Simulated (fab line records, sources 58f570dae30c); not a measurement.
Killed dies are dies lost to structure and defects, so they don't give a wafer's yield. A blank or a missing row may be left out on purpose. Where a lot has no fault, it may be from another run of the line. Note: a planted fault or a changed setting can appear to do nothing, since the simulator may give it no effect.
A single fault, viewed from 2 desks / flow berkeley cmos170 / each desk holds nothing but its own numbers, with what lay behind them at the end

TOOL OWNER'S DESK, rtp anneal-01
Per lot that ran on this tool, the mean of the sampled wafers carrying a number, from the tool's own readings at UCB170_CONTACT_RTA_08 (time 10 s). A lot is out of limits, marked OUT, if its mean lies more than 4 standard deviations from the usual mean; the brackets give that distance.
Columns: A = lamp power pct at UCB170_CONTACT_RTA_08, usual 27.4 %; B = wafer_temp_C_max at UCB170_CONTACT_RTA_08, usual 903.5
lot=L826; first seen here=day 9 10:10; A=24.9; B=901.8
lot=L830; first seen here=day 10 04:31; A=24.0; B=887.6 (-11) OUT
lot=L834; first seen here=day 10 19:43; A=24.0; B=887.5 (-11) OUT
This desk's verdict: out of limits on L830, L834, starting with L830 at day 10 04:31 (wafer_temp_C_max at UCB170_CONTACT_RTA_08). L826 stayed within limits.

METROLOGY DESK
Means of the sampled wafers that have a number, per lot and without regard to the tool the lot ran on: this is what the gauges read. A lot is out of limits, marked OUT, if its mean lies more than 4 standard deviations from the usual mean; the brackets give that distance.
Columns: A = SILICIDE_TI_RS at UCB170_SILICIDE_RS_MEAS_02, usual 25.98 ohm/sq; B = SILICIDE_TI_THK at UCB170_SILICIDE_THK_MEAS_03, usual 30.5 nm; C = CONTACT_PSG_THK at UCB170_CONTACT_THK_MEAS_02, usual 700 nm
lot=L826; first seen here=day 9 06:22; A=26.00; B=30.6; C=692
lot=L830; first seen here=day 10 00:26; A=25.70; B=30.6; C=697
lot=L834; first seen here=day 10 16:01; A=26.09; B=30.2; C=691
lot=L835; first seen here=day 10 16:14; A=26.26; B=30.0; C=700
lot=L837; first seen here=day 11 05:55; A=25.72; B=30.8; C=703
lot=L844; first seen here=day 12 15:46; A=25.77; B=30.6; C=706
Result from this desk: across the 6 lots, nothing is out of limits.

PUT TOGETHER
The tool owner's desk had the chance to raise an alarm at day 10 04:31 on L830, L834.
Metrology desk: nothing out of limits seen.
The metrology desk holds a record of L830, L834, inside its limits.
The lots listed all ran UCB170_CONTACT_RTA_08 on rtp anneal-01.

WHAT THE SIMULATOR HAD INSERTED
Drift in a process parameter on rtp anneal-01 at UCB170_CONTACT_RTA_08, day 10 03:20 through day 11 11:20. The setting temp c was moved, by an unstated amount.
Lots struck among those shown: L830, L834.
How many hours passed from the start of the fault until each desk's first out-of-limits reading: the tool owner's desk, 1.
